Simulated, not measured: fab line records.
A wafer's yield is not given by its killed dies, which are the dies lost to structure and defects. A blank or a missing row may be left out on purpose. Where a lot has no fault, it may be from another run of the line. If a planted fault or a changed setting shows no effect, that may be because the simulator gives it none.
fab line records + flow berkeley_cmos170
record:
- lots: 7
- wafers: 21
- last_day: 11
route steps=331 shown NVT@107 PVT@115
lots that met no fault: from a run of the same line without faults
start_h: hours from the record's first day to the start of the lot's first wafer shown + wait_h: time in hours since the lot's previous step + " as in the row above + L1.1+2: a single row standing in for several wafers + - value missing, or start not given + * or withheld: withheld + < > ~ a bound
route shown NAME@n: NAME is a module with steps in the file, n the number in the route of the first one + usual: mean/standard deviation of fault-free wafers + same: alike in all rows + chamber/n: place in a boat + sites: the reading at each site + _std_site: how widely they spread, as a standard deviation + _edge_site: the outer-site mean with the inner-site mean subtracted + radius_mm: how far each site lies from the wafer's centre + mask NAME#n: copy n + behind: the tool/chamber that last shaped the wafer + hold: reason for holding the lot/hours on hold/outcome of the hold + device: the n, p or np transistor that did not switch + end of line: the tests these same wafers got at the end of their route + a step with no rows: only its recipe + killed: dies lost to structure and defects at the first sort, not the wafer's yield + map: per-die view of a wafer (x killed, . not killed, _ where there is no die)
set.NAME: the setting as run; set.NAME@STEP: as run at that earlier step + model.NAME: the simulator's own value behind a step, which no gauge read
lots at some steps of the route; a table a step, a row a wafer
services: when a tool's chamber went out of use (start_h, in hours from the record's first day, below 0 if earlier), for how many hours, and the reason
== steps ==
step: UCB170_NVT_EXPOSE_03
recipe:
- mask_id: PWELL
- target_cd_nm: 3000
- na: 0.5
- sigma_outer: 0.6
- source_shape: conventional
- dose_mj: 30
step: UCB170_NVT_PEB_04
recipe:
- peb_temp_c: 130
- peb_time_s: withheld
- resist: KrF
step: UCB170_NVT_DEVELOP_05
recipe:
- developer: TMAH
- develop_time_s: 45
- resist: KrF
- dev_temp_c: 21
step: UCB170_NVT_OVL_MEAS_06
usual:
- NVT_OVL: -3/5.4
| lot.wafer | tool       | chamber | start_h | wait_h | NVT_OVL[nm] |
|-----------|------------|---------|---------|--------|-------------|
| L848.2    | overlay-01 | -       | 149.99  | -      | 2           |
| L848.3    | "          | -       | "       | "      | -12         |
| L848.6    | "          | -       | "       | "      | -7          |
| L854.2    | overlay-02 | -       | 181.81  | -      | 0           |
| L854.4    | "          | -       | "       | "      | 0           |
| L854.5    | "          | -       | "       | "      | -13         |
| L853.1    | overlay-02 | -       | 181.92  | -      | -9          |
| L853.2    | "          | -       | "       | "      | 3           |
| L853.6    | "          | -       | "       | "      | -1          |
| L855.2    | overlay-01 | -       | 189.97  | -      | -1          |
| L855.3    | "          | -       | "       | "      | -4          |
| L855.5    | "          | -       | "       | "      | 2           |
| L860.1    | overlay-01 | -       | 203.40  | -      | -9          |
| L860.3    | "          | -       | "       | "      | -11         |
| L860.6    | "          | -       | "       | "      | 0           |
| L858.1    | overlay-01 | -       | 203.68  | -      | 5           |
| L858.5    | "          | -       | "       | "      | 2           |
| L858.6    | "          | -       | "       | "      | 2           |
| L861.2    | overlay-01 | -       | 214.89  | -      | 4           |
| L861.5    | "          | -       | "       | "      | 2           |
| L861.6    | "          | -       | "       | "      | 3           |
step: UCB170_NVT_IMPLANT_07
recipe:
- species: BF2
- dose_cm2: 3e+12
- energy_kev: 50
- tilt_deg: 7
step: UCB170_NVT_STRIP_08
recipe:
- chemistry: O2
- power_w: 400
- pressure_mtorr: 3500
- platen_temp_c: withheld
- o2_flow_sccm: 400
- overash_fraction: 0.5
usual:
- drypump_motor_current_A: 5.6/0.48
- o2_flow_sccm: 400.1/1.1
- oes_product_au: 0.735/0.0043
- strip_time_to_endpoint_s: 21.62/0.058
| lot.wafer | tool            | chamber | start_h | wait_h | drypump_motor_current_A | o2_flow_sccm | oes_product_au | rf_hours_counter_h | strip_time_to_endpoint_s |
|-----------|-----------------|---------|---------|--------|-------------------------|--------------|----------------|--------------------|--------------------------|
| L848.2    | plasma_asher-03 | 0       | 150.17  | 0.1    | 5.2                     | 399.1        | 0.740          | 4                  | 21.54                    |
| L848.3    | "               | 1       | "       | "      | 5.8                     | 399.0        | 0.732          | -                  | 21.60                    |
| L848.6    | "               | 1       | "       | "      | 5.7                     | 402.6        | 0.733          | -                  | 21.58                    |
| L854.2    | plasma_asher-04 | 0       | 181.99  | 0.1    | 5.3                     | 401.3        | 0.737          | 45                 | 21.62                    |
| L854.4    | "               | 0       | "       | "      | 5.3                     | 399.5        | 0.736          | -                  | 21.63                    |
| L854.5    | "               | 1       | "       | "      | 6.2                     | 399.0        | 0.733          | -                  | 21.61                    |
| L853.1    | plasma_asher-03 | 0       | 182.11  | 0.1    | 5.3                     | 400.2        | 0.735          | 8                  | 21.65                    |
| L853.2    | "               | 1       | "       | "      | 5.7                     | 400.2        | 0.736          | 8                  | 21.62                    |
| L853.6    | "               | 0       | "       | "      | 5.3                     | 399.7        | 0.736          | -                  | 21.57                    |
| L855.2    | plasma_asher-03 | 1       | 190.15  | 0.1    | 5.7                     | 400.4        | 0.728          | 9                  | 21.65                    |
| L855.3    | "               | 1       | "       | "      | 5.7                     | 401.7        | 0.736          | -                  | 21.61                    |
| L855.5    | "               | 1       | "       | "      | 5.7                     | 400.3        | 0.741          | -                  | 21.67                    |
| L860.1    | plasma_asher-02 | 0       | 203.59  | 0.1    | 5.1                     | 400.4        | 0.735          | 48                 | 21.77                    |
| L860.3    | "               | 1       | "       | "      | 6.4                     | 398.0        | 0.733          | -                  | 21.67                    |
| L860.6    | "               | 1       | "       | "      | 6.4                     | 398.5        | 0.731          | -                  | 21.61                    |
| L858.1    | plasma_asher-02 | 1       | 203.87  | 0.1    | 6.4                     | 399.7        | 0.738          | 48                 | 21.63                    |
| L858.5    | "               | 0       | "       | "      | 5.1                     | 398.7        | 0.737          | -                  | 21.63                    |
| L858.6    | "               | 1       | "       | "      | 6.4                     | 400.0        | 0.735          | -                  | 21.61                    |
| L861.2    | plasma_asher-02 | 0       | 215.07  | 0.1    | 5.2                     | 401.9        | 0.733          | 50                 | 21.60                    |
| L861.5    | "               | 0       | "       | "      | 5.2                     | 400.2        | 0.730          | -                  | 21.63                    |
| L861.6    | "               | 1       | "       | "      | 6.4                     | 399.0        | 0.734          | -                  | 21.69                    |
step: UCB170_NVT_TW_MEAS_09
usual:
- NVT_TW: 528/6.2
| lot.wafer | tool          | chamber | start_h | wait_h | NVT_TW |
|-----------|---------------|---------|---------|--------|--------|
| L848.2    | film_metro-03 | -       | 150.28  | 0.1    | 537    |
| L848.3    | "             | -       | "       | "      | 535    |
| L848.6    | "             | -       | "       | "      | 535    |
| L854.2    | film_metro-02 | -       | 182.10  | 0.1    | 525    |
| L854.4    | "             | -       | "       | "      | 524    |
| L854.5    | "             | -       | "       | "      | 522    |
| L853.1    | film_metro-02 | -       | 182.21  | 0.1    | 526    |
| L853.2    | "             | -       | "       | "      | 524    |
| L853.6    | "             | -       | "       | "      | 527    |
| L855.2    | film_metro-02 | -       | 190.26  | 0.1    | 526    |
| L855.3    | "             | -       | "       | "      | 526    |
| L855.5    | "             | -       | "       | "      | 524    |
| L860.1    | film_metro-02 | -       | 203.69  | 0.1    | 531    |
| L860.3    | "             | -       | "       | "      | 529    |
| L860.6    | "             | -       | "       | "      | 527    |
| L858.1    | film_metro-03 | -       | 203.97  | 0.1    | 535    |
| L858.5    | "             | -       | "       | "      | 533    |
| L858.6    | "             | -       | "       | "      | 533    |
| L861.2    | film_metro-04 | -       | 215.18  | 0.1    | 520    |
| L861.5    | "             | -       | "       | "      | 521    |
| L861.6    | "             | -       | "       | "      | 521    |
step: UCB170_NVT_CLEAN_10
recipe:
- chemistry: SPM
- temp_c: 120
- time_s: 600
step: UCB170_PVT_HMDS_00
recipe:
- prime_time_s: 60
- prime_temp_c: 100
step: UCB170_PVT_COAT_01
recipe:
- resist: KrF
- spin_rpm: 1500
- resist_thk_nm: 900
step: UCB170_PVT_SOFTBAKE_02
recipe:
- resist: KrF
- temp_c: 130
- time_s: 60
step: UCB170_PVT_EXPOSE_03
recipe:
- mask_id: NWELL
- target_cd_nm: 3000
- na: 0.5
- sigma_outer: 0.6
- source_shape: conventional
- dose_mj: 30
step: UCB170_PVT_PEB_04
recipe:
- peb_temp_c: 130
- peb_time_s: withheld
- resist: KrF
usual:
- chill_plate_temp_C: 23.03/0.12
- exhaust_pa: 45.3/0.88
| lot.wafer | tool           | chamber | start_h | wait_h | chill_plate_temp_C | exhaust_pa |
|-----------|----------------|---------|---------|--------|--------------------|------------|
| L848.2    | litho_track-02 | 0       | 151.37  | 0.1    | 23.11              | 45.9       |
| L848.3    | "              | 0       | "       | "      | 23.01              | 46.6       |
| L848.6    | "              | 0       | "       | "      | 23.14              | 44.9       |
| L854.2    | litho_track-02 | -       | 186.03  | 0.5    | -                  | -          |
| L854.4    | "              | -       | "       | "      | -                  | -          |
| L854.5    | "              | -       | "       | "      | -                  | -          |
| L853.1    | litho_track-02 | -       | 186.28  | 0.5    | -                  | -          |
| L853.2    | "              | -       | "       | "      | -                  | -          |
| L853.6    | "              | -       | "       | "      | -                  | -          |
| L855.2    | litho_track-04 | -       | 191.93  | 0.1    | -                  | -          |
| L855.3    | "              | -       | "       | "      | -                  | -          |
| L855.5    | "              | -       | "       | "      | -                  | -          |
| L860.1    | litho_track-04 | 0       | 205.50  | 0.6    | 22.96              | 43.7       |
| L860.3    | "              | 0       | "       | "      | 22.98              | 44.2       |
| L860.6    | "              | 0       | "       | "      | 22.94              | 42.5       |
| L858.1    | litho_track-01 | 0       | 205.74  | 0.6    | 23.07              | 45.1       |
| L858.5    | "              | 0       | "       | "      | 23.00              | 44.3       |
| L858.6    | "              | 0       | "       | "      | 23.23              | 45.1       |
| L861.2    | litho_track-01 | 0       | 216.63  | 0.1    | 22.90              | 46.0       |
| L861.5    | "              | 0       | "       | "      | 22.87              | 46.0       |
| L861.6    | "              | 0       | "       | "      | 22.94              | 44.7       |
step: UCB170_PVT_DEVELOP_05
recipe:
- developer: TMAH
- develop_time_s: 45
- resist: KrF
- dev_temp_c: 21
== services ==
| tool            | chamber | start_h | hours | kind   |
|-----------------|---------|---------|-------|--------|
| plasma_asher-04 | -       | 159.40  | 2.5   | repair |
| plasma_asher-04 | -       | 166.23  | 1.9   | repair |
== key ==
first_sign:
- step: UCB170_PVT_PEB_04
- reading: tool_record
- direction: missing
effect none on later readings
met_at UCB170_PVT_PEB_04
struck_wafers L853.1,L853.2,L853.6,L854.2,L854.4,L854.5,L855.2,L855.3,L855.5
sort_left_out L853.1,L853.2,L853.6,L854.2,L854.4,L854.5,L855.2,L855.3,L855.5
tester_left_out L853,L854,L855
onset_between 151.37 186.03
fault:
- kind: skipped_step_whole
- tool: litho_track-02,litho_track-04
- chamber: -
- onset_h: 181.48
- steps: UCB170_PVT_PEB_04
- scope: struck_lots_only
tester_left_out: of these lots the tester's yield and bins aren't shown, on N5 and GAA mostly nor the transistor test; their killed dies are dies lost to structure and defects alone, not to doping, threshold or leakage, so they don't give the yield
sort_left_out: the simulated sort isn't trusted on such a fault, so these wafers' sort isn't shown, and their yield isn't known
